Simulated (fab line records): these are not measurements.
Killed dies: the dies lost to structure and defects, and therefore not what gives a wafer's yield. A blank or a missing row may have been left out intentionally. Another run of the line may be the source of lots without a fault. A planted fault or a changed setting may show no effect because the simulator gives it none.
A lot that was struck, set against a sound lot | flow berkeley cmos170 | 22 steps out of a route of 331
Sound: wafers L913.2, L913.3, L913.5. Struck: wafers L922.2, L922.3, L922.6. The cause is given at the end.
Order at every step that has rows: each side's tool, ch and its chambers, its first start. Under that, the readings that differ: sound wafers | struck wafers | difference of the means | sigmas: that difference in standard deviations of wafers without a fault.
alike: a reading whose means differ by less than 2 such deviations, as well as words and numbers matching on both sides. not compared: withheld readings; readings where some wafer has no value; bounds like >300 that might hide an equal value; numbers whose values overlap and for which the record gives no deviation.
The two part at a step that has a row with sigmas, a row that says differs or no value, or rows on one side only. Numbers that have no deviation but don't overlap get no sigmas and don't part them. A reading missing from all wafers of one side parts the sides only when that side holds two or more wafers.

first, 6 steps without rows for these wafers: UCB170_NVT_HMDS_00 (prime time 60 s); UCB170_NVT_COAT_01 (resist thk 900 nm); UCB170_NVT_SOFTBAKE_02 (time 60 s); UCB170_NVT_EXPOSE_03 (exposes mask PWELL, target cd 3000 nm); UCB170_NVT_PEB_04; UCB170_NVT_DEVELOP_05 (develop time 45 s).
UCB170_NVT_OVL_MEAS_06:
  sound on overlay-02, day 6 09:38; struck on overlay-01, day 8 02:50
  alike: NVT_OVL
next, for these wafers, 1 step has no rows: UCB170_NVT_IMPLANT_07.
UCB170_NVT_STRIP_08: strips in O2.
  sound on plasma asher-02 ch 0,1, day 6 09:49; struck on plasma asher-02 ch 0,1, day 8 03:01
  alike: drypump motor current A, oes product au, strip time to endpoint s
  not compared: rf hours counter h
UCB170_NVT_TW_MEAS_09:
  sound on film metro-03, day 6 09:56; struck on film metro-03, day 8 03:07
  alike: NVT_TW
then, 2 steps without rows for these wafers: UCB170_NVT_CLEAN_10 (cleans in SPM, time 600 s); UCB170_PVT_HMDS_00 (prime time 60 s).
UCB170_PVT_COAT_01: resist thk 900 nm.
  sound on litho track-02 ch 0, day 6 10:23; struck on litho track-03 ch 0, day 8 04:05
  reading                              | sound                | struck               | difference | sigmas
  spin speed rpm (rpm)                 | 1499.3 1500.5 1499.4 | 1450.6 1450.2 1448.7 | -49.9      | -45
  model.KrF_of_PVT_COAT_01.thk nm (nm) | 905.5 906.9 906.1    | 919.9 918.3 920.5    | +13.4      |
then, 3 steps without rows for these wafers: UCB170_PVT_SOFTBAKE_02 (time 60 s); UCB170_PVT_EXPOSE_03 (exposes mask NWELL, target cd 3000 nm); UCB170_PVT_PEB_04.
UCB170_PVT_DEVELOP_05: develop time 45 s.
  sound on litho track-02 ch 0; struck on litho track-03 ch 0
  reading                              | sound             | struck            | difference | sigmas
  model.KrF_of_PVT_COAT_01.thk nm (nm) | 891.3 892.7 891.9 | 905.7 904.1 906.3 | +13.4      |
  alike: developer temp C
UCB170_PVT_OVL_MEAS_06:
  sound on overlay-02, day 6 11:11; struck on overlay-01, day 8 05:11
  alike: PVT_OVL
next, for these wafers, 1 step has no rows: UCB170_PVT_IMPLANT_07.
UCB170_PVT_STRIP_08: strips in O2.
  sound on plasma asher-02 ch 0,1, day 6 11:22; struck on plasma asher-02 ch 1, day 8 05:22
  reading                      | sound             | struck            | difference | sigmas
  strip time to endpoint s (s) | 21.76 21.80 21.80 | 22.10 22.06 22.11 | +0.30      | +5
  alike: drypump motor current A, oes product au
  not compared: rf hours counter h
UCB170_PVT_TW_MEAS_09:
  sound on film metro-01, day 6 11:29; struck on film metro-04, day 8 05:29
  reading | sound             | struck            | difference | sigmas
  PVT_TW  | 509.4 509.3 515.6 | 505.4 505.3 507.2 | -5.5       | -2
next, for these wafers, 1 step has no rows: UCB170_M3_PROBE_99.

## WHERE THEY PART
At UCB170_PVT_COAT_01 first; at UCB170_PVT_TW_MEAS_09 last (within this record only).

WHY: what had been put in by the simulator
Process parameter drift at UCB170_PVT_COAT_01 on litho track-03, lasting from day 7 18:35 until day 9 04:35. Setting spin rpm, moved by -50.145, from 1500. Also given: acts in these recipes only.
